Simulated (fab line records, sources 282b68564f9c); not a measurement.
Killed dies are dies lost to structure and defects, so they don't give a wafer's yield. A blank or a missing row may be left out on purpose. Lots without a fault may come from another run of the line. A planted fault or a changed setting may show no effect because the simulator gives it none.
Which tool did it? | flow rit_cmos | 14 lots, 42 wafers sampled, at 7 steps of a route of 202

WHAT THE GAUGES READ, wafer by wafer
RIT_FOX2_THK_MEAS_01. Usual: FOX2_OXIDE_THK 353 nm, standard deviation 6.1.
lot  | measured    | on            | FOX2_OXIDE_THK (nm)     | flag
L333 | day 1 21:23 | film_metro-03 | 354 350 352             |
L334 | day 2 04:22 | film_metro-03 | 356 354 352             |
L335 | day 2 06:56 | film_metro-01 | 363 361 359             |
L336 | day 2 11:52 | film_metro-04 | 357 358 361             |
L337 | day 2 20:13 | film_metro-01 | 352 349 362             |
L342 | day 3 21:39 | film_metro-01 | 340 345 342             |
L343 | day 4 02:16 | film_metro-04 | 366 362 375             |
L347 | day 4 21:51 | film_metro-03 | 308 309 304 308 309 304 | OFF
L349 | day 5 05:53 | film_metro-04 | 310 308 315 310 308 315 | OFF
L350 | day 5 15:18 | film_metro-04 | 308 306 312 308 306 312 | OFF
L351 | day 5 18:45 | film_metro-04 | 349 345 342             |
L353 | day 6 02:47 | film_metro-04 | 354 360 358             |
L355 | day 6 18:47 | film_metro-03 | 347 343 345             |
L356 | day 7 04:17 | film_metro-03 | 348 349 349             |

RIT_FOX2_THK_MEAS_90. Usual: FIELD_OXIDE_LEFT_1_THK 326 nm, standard deviation 6.2.
lot  | measured    | on            | FIELD_OXIDE_LEFT_1_THK (nm) | flag
L333 | day 1 22:20 | film_metro-04 | 326 322 325                 |
L334 | day 2 05:14 | film_metro-04 | 329 326 325                 |
L335 | day 2 07:49 | film_metro-03 | 336 334 332                 |
L336 | day 2 12:44 | film_metro-01 | 329 331 333                 |
L337 | day 2 21:06 | film_metro-03 | 325 322 335                 |
L342 | day 3 22:31 | film_metro-03 | 313 318 315                 |
L343 | day 4 03:09 | film_metro-04 | 339 334 348                 |
L347 | day 5 01:59 | film_metro-03 | 281 281 276 281 281 277     | OFF
L349 | day 5 12:10 | film_metro-04 | 283 281 288 283 281 288     | OFF
L350 | day 5 18:29 | film_metro-04 | 281 278 284 281 278 284     | OFF
L351 | day 5 19:38 | film_metro-03 | 321 317 314                 |
L353 | day 6 03:40 | film_metro-03 | 327 332 330                 |
L355 | day 6 19:40 | film_metro-01 | 319 315 318                 |
L356 | day 7 05:14 | film_metro-04 | 321 322 322                 |

RIT_FOX2_THK_MEAS_91. Usual: FIELD_OXIDE_LEFT_2_THK 257 nm, standard deviation 6.4.
lot  | measured    | on            | FIELD_OXIDE_LEFT_2_THK (nm) | flag
L333 | day 2 12:31 | film_metro-03 | 258 253 255                 |
L334 | day 2 19:13 | film_metro-04 | 260 258 257                 |
L335 | day 2 21:45 | film_metro-04 | 269 267 265                 |
L336 | day 3 01:13 | film_metro-04 | 260 263 265                 |
L337 | day 3 09:25 | film_metro-04 | 256 253 266                 |
L342 | day 4 12:41 | film_metro-03 | 244 249 246                 |
L343 | day 4 16:07 | film_metro-04 | 271 266 280                 |
L347 | day 6 05:39 | film_metro-01 | 213 214 208 213 213 209     | OFF
L349 | day 6 10:13 | film_metro-04 | 216 214 220 215 214 220     | OFF
L350 | day 6 12:16 | film_metro-04 | 212 210 216 212 209 216     | OFF
L351 | day 6 07:53 | film_metro-03 | 252 248 245                 |
L353 | day 6 17:28 | film_metro-01 | 259 264 262                 |
L355 | day 7 09:13 | film_metro-01 | 251 247 250                 |
L356 | day 7 17:59 | film_metro-03 | 252 254 254                 |

RIT_CONTACT_CD_MEAS_90: target cd 1000 nm. Usual: cd_nm 1000.4 nm, standard deviation 2.1.
lot  | measured    | on        | cd_nm (nm)           | flag
L333 | day 3 11:22 | cd_sem-02 | 998.2 996.4 997.9    |
L334 | day 3 20:40 | cd_sem-01 | 1002.4 1004.7 1003.7 |
L335 | day 3 19:58 | cd_sem-02 | 1001.1 1001.9 1002.6 |
L336 | day 4 07:50 | cd_sem-02 | 1000.1 997.7 998.9   |
L337 | day 4 14:28 | cd_sem-01 | 999.9 1000.4 1001.3  |
L342 | day 5 14:41 | cd_sem-02 | 999.2 1001.2 999.0   |
L343 | day 5 17:38 | cd_sem-01 | 1000.3 1003.1 1002.6 |
L347 | day 7 11:31 | cd_sem-02 | 999.2 1001.3 1000.1  |
L349 | day 7 14:05 | cd_sem-01 | 998.2 997.0 996.2    |
L350 | day 7 19:17 | cd_sem-01 | 1000.7 1002.6 998.7  |
L351 | day 7 15:01 | cd_sem-02 | 1001.6 1000.0 1002.0 |
L353 | day 7 21:43 | cd_sem-02 | 1000.2 1001.9 1001.8 |
L355 | day 8 12:11 | cd_sem-02 | 999.7 998.0 998.0    |
L356 | day 9 00:17 | cd_sem-02 | 1000.9 999.5 999.0   |

RIT_M1_OVL_MEAS_10. Usual: M1_OVL -1.3 nm, standard deviation 1.3.
lot  | measured    | on         | M1_OVL (nm)    | flag
L333 | day 3 13:18 | overlay-02 | -3.6 -2.8 -3.4 |
L334 | day 3 22:37 | overlay-01 | -2.0 -2.7 -2.6 |
L335 | day 3 22:02 | overlay-01 | 0.6 -1.5 0.4   |
L336 | day 4 09:47 | overlay-01 | 0.0 -0.5 -0.9  |
L337 | day 4 16:32 | overlay-02 | -0.6 -2.4 0.3  |
L342 | day 5 16:39 | overlay-02 | -0.5 -0.3 -0.4 |
L343 | day 5 19:42 | overlay-02 | -1.5 -2.3 -1.4 |
L347 | day 7 13:28 | overlay-02 | -2.6 -1.3 -1.1 |
L349 | day 7 16:02 | overlay-01 | 0.9 -1.2 -2.0  |
L350 | day 7 21:13 | overlay-02 | -1.6 0.1 -1.0  |
L351 | day 7 17:07 | overlay-02 | -2.3 -3.2 -2.4 |
L353 | day 7 23:43 | overlay-01 | -3.2 -1.4 -1.3 |
L355 | day 8 14:28 | overlay-02 | -3.9 -2.1 -2.0 |
L356 | day 9 02:42 | overlay-01 | 1.8 2.5 1.2    |

WHICH TOOL RAN EACH LOT (tool, then ch and the chambers of the sampled wafers, then the start)
lot  | RIT_FOX2_OXIDATION_00        | RIT_CONTACT_STRIP_12
L333 | furnace-03 ch 0, day 1 20:04 | plasma_asher-01 ch 0,1, day 3 11:10
L334 | furnace-04 ch 0, day 2 03:03 | plasma_asher-03 ch 0,1, day 3 20:30
L335 | furnace-04 ch 0, day 2 05:36 | plasma_asher-02 ch 0,1, day 3 19:49
L336 | furnace-04 ch 0, day 2 10:32 | plasma_asher-02 ch 0,1, day 4 07:38
L337 | furnace-01 ch 0, day 2 18:53 | plasma_asher-02 ch 0,1, day 4 14:19
L342 | furnace-03 ch 0, day 3 20:20 | plasma_asher-03 ch 0,1, day 5 14:30
L343 | furnace-04 ch 0, day 4 00:57 | plasma_asher-03 ch 0,1, day 5 17:27
L347 | furnace-03 ch 0, day 4 20:31 | plasma_asher-03 ch 0,1, day 7 11:21
L349 | furnace-03 ch 0, day 5 04:34 | plasma_asher-02 ch 0,1, day 7 13:55
L350 | furnace-03 ch 0, day 5 13:58 | plasma_asher-02 ch 1, day 7 19:06
L351 | furnace-01 ch 0, day 5 17:26 | plasma_asher-02 ch 0,1, day 7 14:49
L353 | furnace-04 ch 0, day 6 01:28 | plasma_asher-02 ch 0,1, day 7 21:33
L355 | furnace-01 ch 0, day 6 17:28 | plasma_asher-01 ch 0,1, day 8 12:00
L356 | furnace-04 ch 0, day 7 02:57 | plasma_asher-03 ch 0, day 9 00:06
- RIT_FOX2_OXIDATION_00: target thk 350.7 nm, ox time 1130 s.
- RIT_CONTACT_STRIP_12: strips in O2, time 180 s.

WHAT THE TOOLS THEMSELVES READ (means of the sampled wafers that have a number; where no wafer has one, the mark that the record gives instead)
RIT_FOX2_OXIDATION_00. Usual: spike_tc_centre_C 1103.2 C, standard deviation 1.2; spike_tc_load_C 1130 C, standard deviation 3.1; spike_tc_source_C 1127.0 C, standard deviation 1.9; tube_center_temp_C 1100 C, standard deviation 0.098; tube_center_temp_C_max 1102.8, standard deviation 0.47; zone_power_load_pct 41 %, standard deviation 5.1.
lot  | tool       | spike_tc_centre_C (C) | spike_tc_load_C (C) | spike_tc_source_C (C) | tube_center_temp_C (C) | tube_center_temp_C_max | zone_power_load_pct (%) | flag
L333 | furnace-03 | 1102.8                | 1130                | 1129.3                | 1100                   | 1103.5                 | 35                      |
L334 | furnace-04 | 1102.8                | 1125                | 1126.1                | 1100                   | 1102.4                 | 47                      |
L335 | furnace-04 | 1104.4                | 1126                | 1126.0                | 1100                   | 1102.7                 | 47                      |
L336 | furnace-04 | 1103.6                | 1126                | 1124.5                | 1100                   | 1102.5                 | 47                      |
L337 | furnace-01 | 1101.6                | 1133                | 1126.3                | 1100                   | 1102.9                 | 39                      |
L342 | furnace-03 | 1103.9                | 1129                | 1128.3                | 1100                   | 1102.6                 | 35                      |
L343 | furnace-04 | 1103.1                | 1126                | 1126.2                | 1100                   | 1102.9                 | 47                      |
L347 | furnace-03 | 1077.8                | 1104                | 1104.3                | 1075                   | 1077.6                 | 33                      | OFF
L349 | furnace-03 | 1078.7                | 1104                | 1104.3                | 1075                   | 1078.0                 | 33                      | OFF
L350 | furnace-03 | 1078.4                | 1103                | 1105.0                | 1075                   | 1077.8                 | 33                      | OFF
L351 | furnace-01 | 1102.4                | 1134                | 1125.4                | 1100                   | 1102.6                 | 40                      |
L353 | furnace-04 | 1104.2                | 1126                | 1126.0                | 1100                   | 1102.9                 | 47                      |
L355 | furnace-01 | 1102.7                | 1134                | 1125.3                | 1100                   | 1102.8                 | 39                      |
L356 | furnace-04 | 1104.2                | 1126                | 1126.3                | 1100                   | 1102.7                 | 47                      |

RIT_CONTACT_STRIP_12. Usual: drypump_motor_current_A 5.9 A, standard deviation 0.4.
lot  | tool            | drypump_motor_current_A (A) | flag
L333 | plasma_asher-01 | 5.5                         |
L334 | plasma_asher-03 | 5.9                         |
L335 | plasma_asher-02 | 6.1                         |
L336 | plasma_asher-02 | 6.1                         |
L337 | plasma_asher-02 | 6.1                         |
L342 | plasma_asher-03 | 5.7                         |
L343 | plasma_asher-03 | 5.7                         |
L347 | plasma_asher-03 | 5.7                         |
L349 | plasma_asher-02 | 6.2                         |
L350 | plasma_asher-02 | 6.2                         |
L351 | plasma_asher-02 | 6.1                         |
L353 | plasma_asher-02 | 6.1                         |
L355 | plasma_asher-01 | 5.5                         |
L356 | plasma_asher-03 | 6.1                         |

THE ANSWER, worked out from the rows above alone
Rule: a lot is off if the mean of its wafers that have a number lies more than 3 standard deviations from the usual mean. A lot without any number at a reading at which 4 lots or more have one is off too. The other lots that the step has rows for count as sound. The gauges are gone through in route order, then the tools' own readings, and for those a lot's mean is taken as printed above. The first step at which some lot is off is used, and at that step the reading that is off furthest; a lot without a number counts as furthest.
Off: L347, L349, L350, at RIT_FOX2_THK_MEAS_01 (FOX2_OXIDE_THK).
A tool fits if, at a process step before that reading, it ran every lot that is off, and no sound lot after the first of them. The gauges at RIT_FOX2_THK_MEAS_01 aren't tried: what is off there is off at RIT_FOX2_OXIDATION_00 too, on other tools, and a gauge's error can't cause that. One fits: furnace-03 at RIT_FOX2_OXIDATION_00. Its last sound lot is L342 (day 3 20:20), its first lot that is off L347 (day 4 20:31): a fault that began between those two fits.
The tool's own readings at RIT_FOX2_OXIDATION_00 bear it out: on the lots that are off they differ by more than 5 times the standard deviation of the sound lots' means. spike_tc_centre_C reads 1078.3 C there against 1103.2 C on the sound lots; spike_tc_load_C reads 1104 C there against 1129 C on the sound lots; spike_tc_source_C reads 1104.5 C there against 1126.3 C on the sound lots; tube_center_temp_C reads 1075 C there against 1100 C on the sound lots; tube_center_temp_C_max reads 1077.8 there against 1102.8 on the sound lots.

WHAT THE SIMULATOR HAD PUT IN
Process parameter drift: furnace-03, from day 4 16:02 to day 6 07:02, at RIT_FOX2_OXIDATION_00. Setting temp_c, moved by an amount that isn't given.
Lots struck among those shown: L347, L349, L350. The rule above found the same.
